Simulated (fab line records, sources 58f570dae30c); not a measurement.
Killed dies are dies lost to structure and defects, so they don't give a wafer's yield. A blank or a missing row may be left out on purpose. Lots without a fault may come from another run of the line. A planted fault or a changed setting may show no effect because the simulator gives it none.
Tool commonality check | flow berkeley_cmos170 | 16 lots, 48 wafers sampled

WHY IT WAS OPENED
At UCB170_NWELL_THK_MEAS_05 the reading NWELL_NITRIDE_THK is flagged on 4 of 16 lots. Wafers without a fault read 223.2 nm, standard deviation 2.
Rule: a lot is flagged when every wafer of it that has a number lies more than 4 standard deviations from that mean, or none has a number. The other lots count as sound.

lot  | measured    | on            | NWELL_NITRIDE_THK (nm), wafer by wafer | flag
L315 | day 2 09:36 | film_metro-03 | 222.3 222.6 224.6                      |
L316 | day 2 22:03 | film_metro-03 | 226.1 225.2 225.1                      |
L318 | day 2 22:07 | film_metro-03 | 223.6 221.3 223.8                      |
L319 | day 3 09:10 | film_metro-02 | 221.8 222.4 221.3                      |
L324 | day 4 11:52 | film_metro-02 | 158.7 160.3 159.6                      | FLAGGED
L325 | day 4 19:44 | film_metro-01 | 159.9 161.1 159.9                      | FLAGGED
L326 | day 4 19:44 | film_metro-02 | 156.0 159.0 158.1                      | FLAGGED
L327 | day 5 03:34 | film_metro-03 | 160.0 159.4 159.0                      | FLAGGED
L329 | day 5 09:29 | film_metro-03 | 224.7 223.8 224.3                      |
L328 | day 5 09:30 | film_metro-02 | 222.9 223.0 221.2                      |
L330 | day 5 16:58 | film_metro-02 | 222.7 222.1 224.5                      |
L331 | day 5 16:59 | film_metro-03 | 223.3 222.8 224.2                      |
L332 | day 6 02:32 | film_metro-03 | 222.7 222.3 222.9                      |
L333 | day 6 10:04 | film_metro-03 | 221.2 221.8 219.3                      |
L334 | day 6 10:05 | film_metro-01 | 222.1 223.2 221.7                      |
L338 | day 7 06:32 | film_metro-03 | 223.9 224.3 223.9                      |
The numbers of the flagged lots are 159.2 nm on average: -63.9 nm against the usual, or -32 standard deviations.

WHICH TOOL RAN EACH LOT
The record holds 1 process step before the reading, out of a route of 331 steps. In each cell: the tool, then ch and the chambers that the sampled wafers went through, then the start.
lot  | flag    | UCB170_NWELL_CVD_04
L315 |         | lpcvd-02 ch 1, day 2 07:39
L316 |         | lpcvd-01 ch 1, day 2 20:07
L318 |         | lpcvd-01 ch 1, day 2 20:07
L319 |         | lpcvd-01 ch 1, day 3 07:14
L324 | FLAGGED | lpcvd-01 ch 0, day 4 09:56
L325 | FLAGGED | lpcvd-01 ch 0, day 4 17:47
L326 | FLAGGED | lpcvd-01 ch 0, day 4 17:47
L327 | FLAGGED | lpcvd-01 ch 0, day 5 01:38
L329 |         | lpcvd-02 ch 0, day 5 07:34
L328 |         | lpcvd-02 ch 0, day 5 07:34
L330 |         | lpcvd-02 ch 0, day 5 15:02
L331 |         | lpcvd-02 ch 0, day 5 15:02
L332 |         | lpcvd-02 ch 0, day 6 00:35
L333 |         | lpcvd-02 ch 1, day 6 08:08
L334 |         | lpcvd-02 ch 1, day 6 08:08
L338 |         | lpcvd-02 ch 1, day 7 04:35
What these steps do:
- UCB170_NWELL_CVD_04: deposits Si3N4 from SiH2Cl2/NH3, target thk 224 nm, time 3360 s.
- UCB170_NWELL_THK_MEAS_05

FLAGGED OVER TOTAL, TOOL BY TOOL (the gauges that took the reading come last)
step                     | tool          | lots run | flagged | share of the flagged lots | sound lots run after its first flagged lot
UCB170_NWELL_CVD_04      | lpcvd-01      | 7        | 4       | all                       | 0
UCB170_NWELL_CVD_04      | lpcvd-02      | 9        | 0       | none                      | -
UCB170_NWELL_THK_MEAS_05 | film_metro-01 | 2        | 1       | some                      | 1 (L334)
UCB170_NWELL_THK_MEAS_05 | film_metro-02 | 5        | 2       | some                      | 2 (L328,L330)
UCB170_NWELL_THK_MEAS_05 | film_metro-03 | 9        | 1       | some                      | 5 (L329,L331,L332,L333,L338)

WHAT THE TABLE ALLOWS
1 row of the table ran every flagged lot: lpcvd-01 at UCB170_NWELL_CVD_04.
- lpcvd-01 at UCB170_NWELL_CVD_04: 4 of its 7 lots flagged. Its last sound lot is L319 (day 3 07:14), its first flagged lot L324 (day 4 09:56): a fault that began between those two fits.
One tool is left: lpcvd-01 at UCB170_NWELL_CVD_04.

WHAT THE SIMULATOR HAD PUT IN
Process parameter drift: lpcvd-01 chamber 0, from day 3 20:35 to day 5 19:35, at UCB170_NWELL_CVD_04. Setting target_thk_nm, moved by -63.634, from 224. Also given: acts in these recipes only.
Lots struck among those shown: L324, L325, L326, L327. The rule above found the same.
